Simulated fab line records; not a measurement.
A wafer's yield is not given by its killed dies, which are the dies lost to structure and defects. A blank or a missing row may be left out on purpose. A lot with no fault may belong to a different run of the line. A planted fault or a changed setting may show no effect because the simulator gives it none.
Split-lot study | flow berkeleyCmos170 | 23 wafers read from 5 lots, route of 331 steps

## THE SPLIT ITSELF
At UCB170_V2_CVD_00 (deposits SiO2 from TEOS/O2, target thk 2000 nm, time 250 s), the setting timeS was moved away from the recipe's 250 s on 11 of the 23 wafers read, by -5.3% to +13.5%. This setting was run at the recipe's value on the other wafers.

Between the split and the reading, the file records no step.

## THE READING
V2_TEOS_THK (nm), taken at UCB170_V2_THK_MEAS_01. Typical for fault-free wafers on this fab line: 2010 nm, with standard deviation 24 nm.

wafer  | tool, chamber at the split | timeS as run, s | against the recipe | V2_TEOS_THK, nm | against lot-mates on the recipe
L075.1 | pecvd-02, 1                | 239.4           | -4.2%              | 1872            | -124
L075.2 | pecvd-02, 0                | 239.4           | -4.2%              | 1895            | -102
L075.3 | pecvd-02, 2                | 250             | recipe             | 1983            | -
L075.4 | pecvd-02, 0                | 239.4           | -4.2%              | 1913            | -84
L075.6 | pecvd-02, 2                | 250             | recipe             | 2010            | -
L074.1 | pecvd-01, 2                | 250             | recipe             | 2001            | -
L074.2 | pecvd-01, 0                | 250             | recipe             | 2015            | -
L074.3 | pecvd-01, 1                | 250             | recipe             | 1997            | -
L074.4 | pecvd-01, 2                | 279.3           | +11.7%             | 2279            | +275
L074.6 | pecvd-01, 0                | 279.3           | +11.7%             | 2257            | +253
L077.1 | pecvd-04, 0                | 250             | recipe             | 1977            | -
L077.2 | pecvd-04, 1                | 250             | recipe             | 2001            | -
L077.3 | pecvd-04, 2                | 236.7           | -5.3%              | 1868            | -121
L077.5 | pecvd-04, 0                | 236.7           | -5.3%              | 1911            | -78
L077.6 | pecvd-04, 1                | 236.7           | -5.3%              | 1892            | -97
L083.2 | pecvd-04, 1                | 250             | recipe             | 1995            | -
L083.4 | pecvd-04, 1                | 250             | recipe             | 2041            | -
L083.6 | pecvd-04, 0                | 250             | recipe             | 2035            | -
L082.1 | pecvd-02, 1                | 250             | recipe             | 2005            | -
L082.2 | pecvd-02, 2                | 283.8           | +13.5%             | 2272            | +261
L082.3 | pecvd-02, 0                | 283.8           | +13.5%             | 2264            | +253
L082.4 | pecvd-02, 0                | 250             | recipe             | 2017            | -
L082.6 | pecvd-02, 1                | 283.8           | +13.5%             | 2289            | +278

FIT RESULTS
A straight line over all 23 wafers: V2_TEOS_THK changes by +21.3 nm for each +1% of timeS; r = +0.99; the points scatter about the line by 20 nm.
The same after taking each lot's own level away (the mean of its wafers on the recipe; 23 wafers): +20.6 nm for each +1%; r = +0.99; scatter 19 nm.
On that fit, the largest move of timeS shifts the reading by 2.8e+02 nm.
The lots' own levels span 1989.0 to 2023.7 nm, that is 1.4 times the standard deviation above.
Hence the lot-to-lot level has little effect on the slope; both slopes agree.
Check: for one of the wafers moved furthest among these (+13.5%), held out of the fit, the line's prediction against its lot-mates is +282 nm. Against them it came out at +261 nm.

## OTHER SPLITS APPLIED TO THESE WAFERS
These wafers also went through other splits before the reading. Each is held against what the fit with the lots' levels taken away leaves over:
other split on the same wafers               | wafers away from the commonest value | r with V2_TEOS_THK (lot level and that fit taken away)
UCB170_START_OXIDATION_02 tempC              | 10                                   | -0.41
UCB170_GATE_PEB_10 pebTempC                  | 9                                    | -0.20
UCB170_PLDD_PEB_04 pebTempC                  | 7                                    | -0.24
UCB170_NSD_COAT_01 resistThkNm               | 8                                    | -0.02
UCB170_NSD_SOFTBAKE_02 timeS                 | 7                                    | -0.08
UCB170_SILICIDE_SPUTTER_01 chamberPressurePa | 15                                   | -0.11
UCB170_CONTACT_ETCH_18 timeS                 | 7                                    | +0.08
UCB170_M1_EXPOSE_06 doseMj                   | 6                                    | -0.05

## THE WHOLE CHAIN: every reading that the file lists as answering this split, in the file's order
step                  | what it does                                               | reading                                                                  | change (the file's fit)              | r (the file's)
UCB170_V2_CVD_00      | deposits SiO2 from TEOS/O2, target thk 2000 nm, time 250 s | SiO2_of_V2_CVD_00.thkNm (the simulator's own value, which no gauge read) | +20.8 nm for each +1% of the setting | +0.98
UCB170_V2_THK_MEAS_01 |                                                            | V2_TEOS_THK                                                              | +20.8 for each +1% of the setting    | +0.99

## FILE'S OWN FIT
V2_TEOS_THK changes by +20.8 nm for each +1% of timeS, r = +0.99.
